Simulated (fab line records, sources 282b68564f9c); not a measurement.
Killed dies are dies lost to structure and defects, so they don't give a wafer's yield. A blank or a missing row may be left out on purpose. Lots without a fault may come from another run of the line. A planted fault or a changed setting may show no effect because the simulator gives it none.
Problem report in the 8D (eight disciplines) form, filled by code | flow rit_cmos | the parts of the form that need people (team, actions taken, sign-off) are left out

1. THE PROBLEM
run_length_s at RIT_NRETRO_SOFTBAKE_02 reads a mean of 99.28 s on 6 wafers of 2 lots; wafers without a fault read 89.14 s with a standard deviation of 0.21. That is +48 standard deviations from the usual mean.
The step: time 60 s.
First seen on wafer L983.1, day 5 14:31, on litho_track-03. The record holds 42 wafers of 14 lots with a number at this step. Rule for "out", or "out of limits": more than 4 standard deviations from the usual mean. The other wafers with a number count as sound.

2. WHAT IT IS AND WHAT IT IS NOT
question                    | is                     | is not
which readings at this step | run_length_s           | plate_temp_C
which lots                  | L983, L985             | L967, L968, L970, L971, L972, L973, L976, L977, L978, L979, L988, L990
which wafers of those lots  | all that have a number | -
read on which tools         | litho_track-03         | litho_track-01, litho_track-04
when                        | from day 5 14:31       | up to then (30 sound wafers); but 6 sound wafers of L988, L990 came after

3. SUSPECTS, AND WHAT RULES EACH OUT
Counting: a tool at a process step up to the reading stays a suspect if it ran every lot that is out and no sound lot after the first of them.
- litho_track-03 at RIT_NRETRO_SOFTBAKE_02 (time 60 s): kept. It ran every lot that is out, first L983 (day 5 14:31), and no sound lot after that; its last sound lot up to then is L979 (day 4 18:32). Its own readings are out on those wafers: run_length_s.
Left after counting: litho_track-03 at RIT_NRETRO_SOFTBAKE_02.

4. THE CAUSE (what the simulator had put in)
Process parameter drift: litho_track-03, from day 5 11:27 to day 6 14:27, at RIT_NRETRO_SOFTBAKE_02. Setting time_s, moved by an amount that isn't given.
Counting left only this tool.

5. THE CHAIN OF EFFECTS, in route order
Each row: a reading whose mean over the struck wafers that have a number lies more than 3 standard deviations from the usual. Only readings for which the record gives a usual standard deviation are gone through. hours: the time from each lot's start at the first step in this table that gives one to its start at this step, as a median over the lots. sigmas: the change in usual standard deviations.
hours | step                   | reading      | usual   | on struck wafers | change | sigmas
0     | RIT_NRETRO_SOFTBAKE_02 | run_length_s | 89.14 s | 99.28            | +10.14 | +48
The process steps in it:
- RIT_NRETRO_SOFTBAKE_02: time 60 s.

6. WHAT WOULD HAVE CAUGHT IT SOONER
In this record the first reading out of limits was taken at day 5 14:31, 3 hours after the fault began at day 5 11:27.
